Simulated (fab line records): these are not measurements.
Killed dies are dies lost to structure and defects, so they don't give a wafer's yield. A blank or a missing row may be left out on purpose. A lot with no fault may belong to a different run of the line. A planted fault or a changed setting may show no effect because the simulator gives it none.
A struck lot beside a sound one / flow berkeley cmos170 / 14 steps out of a route of 331
Sound: wafers L536.2, L536.4, L536.5. Wafers L520.3, L520.4, L520.5 were the ones struck. At the end, the cause is stated.
At each step with rows: each side's tool, then ch and its chambers, then its first start. Under that, the readings that differ: sound wafers / struck wafers / difference of the means / sigmas: that difference in standard deviations of wafers without a fault.
alike: a reading whose means differ by less than 2 such deviations, as well as words and numbers matching on both sides. not compared: withheld readings; readings where some wafer has no value; bounds like >300 that might hide an equal value; numbers whose values overlap and for which the record gives no deviation.
The two part at a step that has a row with sigmas, a row that says differs or no value, or rows on one side only. Numbers that have no deviation but don't overlap get no sigmas and don't part them. A reading that every wafer of one side lacks parts them only if that side has two wafers or more.

first, 2 steps without rows for these wafers: UCB170_PSD_PEB_04; UCB170_PSD_DEVELOP_05 (develop time 45 s).
UCB170_PSD_CD_MEAS_06 targets a cd of 1200 nm.
  sound: cd sem-01 at day 12 10:13; struck: cd sem-02 at day 9 16:14
  alike: cd nm
UCB170_PSD_OVL_MEAS_07:
  sound: overlay-01 at day 12 10:20; struck: overlay-02 at day 9 16:20
  alike: PSD_OVL
then, 1 step without rows for these wafers: UCB170_PSD_IMPLANT_08.
UCB170_PSD_STRIP_09: strips in O2.
  sound on plasma asher-03 ch 0,1, day 12 10:31; struck on plasma asher-01 ch 0,1, day 9 16:32
  alike: drypump motor current A, o2 flow sccm, oes product au, strip time to endpoint s
  not compared: rf hours counter h
UCB170_PSD_TW_MEAS_10:
  sound: film metro-02 at day 12 10:37; struck: film metro-01 at day 9 16:38
reading=PSD_TW; sound=2298 2290 2303; struck=2358 2350 2353; difference=+57; sigmas=+2
then, 3 steps without rows for these wafers: UCB170_PSD_CLEAN_11 (cleans in SPM, time 600 s); UCB170_NSD_HMDS_00 (prime time 60 s); UCB170_NSD_COAT_01 (resist thk 900 nm).
UCB170_NSD_SOFTBAKE_02: time 62.12 s.
  sound on litho track-04 ch 0, day 12 11:25; struck on litho track-04 ch 0, day 9 17:42
  alike: plate sensor t centre C, plate sensor t edge C
then, 1 step without rows for these wafers: UCB170_NSD_EXPOSE_03 (exposes mask NSELECT MOD, target cd 1200 nm).
UCB170_NSD_PEB_04:
  sound on litho track-04 ch 0, day 12 12:01; struck on litho track-01, day 9 18:41
  no value came back on the struck wafers for chill plate temp C (C), exhaust pa (Pa); on the sound wafers chill plate temp C (C) reads 23.06 23.08 22.95
then, 1 step without rows for these wafers: UCB170_NSD_DEVELOP_05 (develop time 45 s).

== WHERE THEY PART ==
Earliest at UCB170_PSD_TW_MEAS_10; latest, in this record, at UCB170_NSD_PEB_04.

WHY: what had been put in by the simulator
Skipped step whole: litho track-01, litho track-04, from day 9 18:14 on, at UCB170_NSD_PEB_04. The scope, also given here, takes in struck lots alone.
